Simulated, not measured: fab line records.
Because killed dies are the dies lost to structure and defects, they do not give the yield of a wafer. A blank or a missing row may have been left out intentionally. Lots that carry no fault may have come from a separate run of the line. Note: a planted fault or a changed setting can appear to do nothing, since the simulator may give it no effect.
Which of the tools did it? :: flow rit_cmos :: 15 lots with 45 wafers sampled at 2 steps, on a route of 202 steps

WHAT EACH GAUGE READ, for each wafer
The record lacks any reading of a measuring or inspecting step that a usual standard deviation could be used to judge.

TOOL THAT RAN EACH LOT (tool first, then ch and the chambers of the sampled wafers, then the start)
lot: L634
RIT_NWELL_IMPLANT_08: implanter-03 ch 0, day 1 20:35
RIT_M1_PROBE_99: -

lot: L635
RIT_NWELL_IMPLANT_08: implanter-04 ch 0, day 2 03:32
RIT_M1_PROBE_99: -

lot: L638
RIT_NWELL_IMPLANT_08: implanter-04 ch 0, day 2 19:35
RIT_M1_PROBE_99: -

lot: L639
RIT_NWELL_IMPLANT_08: implanter-04 ch 0, day 2 23:49
RIT_M1_PROBE_99: prober-02, day 4 11:37

lot: L640
RIT_NWELL_IMPLANT_08: implanter-03 ch 0, day 3 04:25
RIT_M1_PROBE_99: prober-01, day 4 17:14

lot: L641
RIT_NWELL_IMPLANT_08: implanter-04 ch 0, day 3 10:01
RIT_M1_PROBE_99: prober-02, day 5 02:04

lot: L643
RIT_NWELL_IMPLANT_08: implanter-04 ch 0, day 3 19:42
RIT_M1_PROBE_99: -

lot: L644
RIT_NWELL_IMPLANT_08: implanter-01 ch 0, day 4 00:20
RIT_M1_PROBE_99: -

lot: L645
RIT_NWELL_IMPLANT_08: implanter-01 ch 0, day 4 07:04
RIT_M1_PROBE_99: prober-01, day 5 20:35

lot: L652
RIT_NWELL_IMPLANT_08: implanter-04 ch 0, day 5 17:20
RIT_M1_PROBE_99: prober-02, day 7 06:34

lot: L653
RIT_NWELL_IMPLANT_08: implanter-04 ch 0, day 5 20:42
RIT_M1_PROBE_99: prober-01, day 7 09:07

lot: L654
RIT_NWELL_IMPLANT_08: implanter-04 ch 0, day 6 03:13
RIT_M1_PROBE_99: -

lot: L655
RIT_NWELL_IMPLANT_08: implanter-03 ch 0, day 6 09:52
RIT_M1_PROBE_99: -

lot: L656
RIT_NWELL_IMPLANT_08: implanter-03 ch 0, day 6 12:40
RIT_M1_PROBE_99: -

lot: L657
RIT_NWELL_IMPLANT_08: implanter-03 ch 0, day 6 16:12
RIT_M1_PROBE_99: -
- RIT_NWELL_IMPLANT_08
- RIT_M1_PROBE_99

AS READ BY THE TOOLS THEMSELVES (means over the sampled wafers that have a number; for cases with no such wafer, the mark the record gives instead)
RIT_NWELL_IMPLANT_08.
lot: L634
tool: implanter-03
beam_energy_keV: 169.98

lot: L635
tool: implanter-04
beam_energy_keV: 169.99

lot: L638
tool: implanter-04
beam_energy_keV: 169.95

lot: L639
tool: implanter-04
beam_energy_keV: 169.94

lot: L640
tool: implanter-03
beam_energy_keV: 170.03

lot: L641
tool: implanter-04
beam_energy_keV: 169.98

lot: L643
tool: implanter-04
beam_energy_keV: 170.00

lot: L644
tool: implanter-01
beam_energy_keV: 170.00

lot: L645
tool: implanter-01
beam_energy_keV: 170.00

lot: L652
tool: implanter-04
beam_energy_keV: 178.29

lot: L653
tool: implanter-04
beam_energy_keV: 178.22

lot: L654
tool: implanter-04
beam_energy_keV: 178.21

lot: L655
tool: implanter-03
beam_energy_keV: 170.00

lot: L656
tool: implanter-03
beam_energy_keV: 169.97

lot: L657
tool: implanter-03
beam_energy_keV: 170.02

RIT_M1_PROBE_99.
lot: L639
tool: prober-02
killed_at_M0_to_M3: 0.0
killed_at_contacts: 0.0
killed_at_front_end: 6.3
killed_dies: 6.3
killed_open: 1.3
killed_short: 5.0

lot: L640
tool: prober-01
killed_at_M0_to_M3: 0.0
killed_at_contacts: 0.0
killed_at_front_end: 5.7
killed_dies: 5.7
killed_open: 3.0
killed_short: 2.7

lot: L641
tool: prober-02
killed_at_M0_to_M3: 0.0
killed_at_contacts: 0.0
killed_at_front_end: 6.3
killed_dies: 6.3
killed_open: 3.0
killed_short: 3.3

lot: L645
tool: prober-01
killed_at_M0_to_M3: 0.0
killed_at_contacts: 0.3
killed_at_front_end: 7.0
killed_dies: 7.3
killed_open: 2.7
killed_short: 4.7

lot: L652
tool: prober-02
killed_at_M0_to_M3: 0.0
killed_at_contacts: 0.0
killed_at_front_end: 6.3
killed_dies: 6.3
killed_open: 4.0
killed_short: 2.3

lot: L653
tool: prober-01
killed_at_M0_to_M3: 0.0
killed_at_contacts: 0.0
killed_at_front_end: 6.3
killed_dies: 6.3
killed_open: 3.3
killed_short: 3.0

THE ANSWER, worked out from the rows above alone
Rule: usual is defined by the lots themselves. The widest of any qualifying gaps counts: lots, ordered by their means at a reading, are off when they make up no more than a third of the lots, leave a main group of 4 or more, and stand apart from it by 3 or more times the standard deviation of that group's means. A main group is skipped when, at the precision printed for the reading in the tables above, its means are all equal. A lot without any number at a reading at which 4 lots or more have one is off too. All remaining lots with rows at the step are treated as sound. The gauges are gone through in route order, then the tools' own readings, and for those a lot's mean is taken as printed above. At the first step where some lot is off, the reading lying furthest off is the one used; lots without a number count as furthest.
Off at RIT_NWELL_IMPLANT_08 (beam_energy_keV): L652, L653, L654. The main group: mean 169.99, standard deviation 0.025.
A tool fits if, at that step or a process step before it, it ran every lot that is off, and no sound lot after the first of them. One candidate fits, namely implanter-04 at RIT_NWELL_IMPLANT_08. Its last sound lot is L643 (day 3 19:42), its first lot that is off L652 (day 5 17:20): a fault that began between those two fits.
The tool's own readings at RIT_NWELL_IMPLANT_08 bear it out: on the lots that are off they differ by more than 5 times the standard deviation of the sound lots' means. beam_energy_keV reads 178.24 there against 169.99 on the sound lots.

WHAT WAS PUT IN BY THE SIMULATOR
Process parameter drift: implanter-04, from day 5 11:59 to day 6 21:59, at RIT_NWELL_IMPLANT_08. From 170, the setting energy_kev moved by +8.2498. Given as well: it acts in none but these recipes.
Lots struck among those shown: L652, L653, L654. The rule given above showed the same thing.
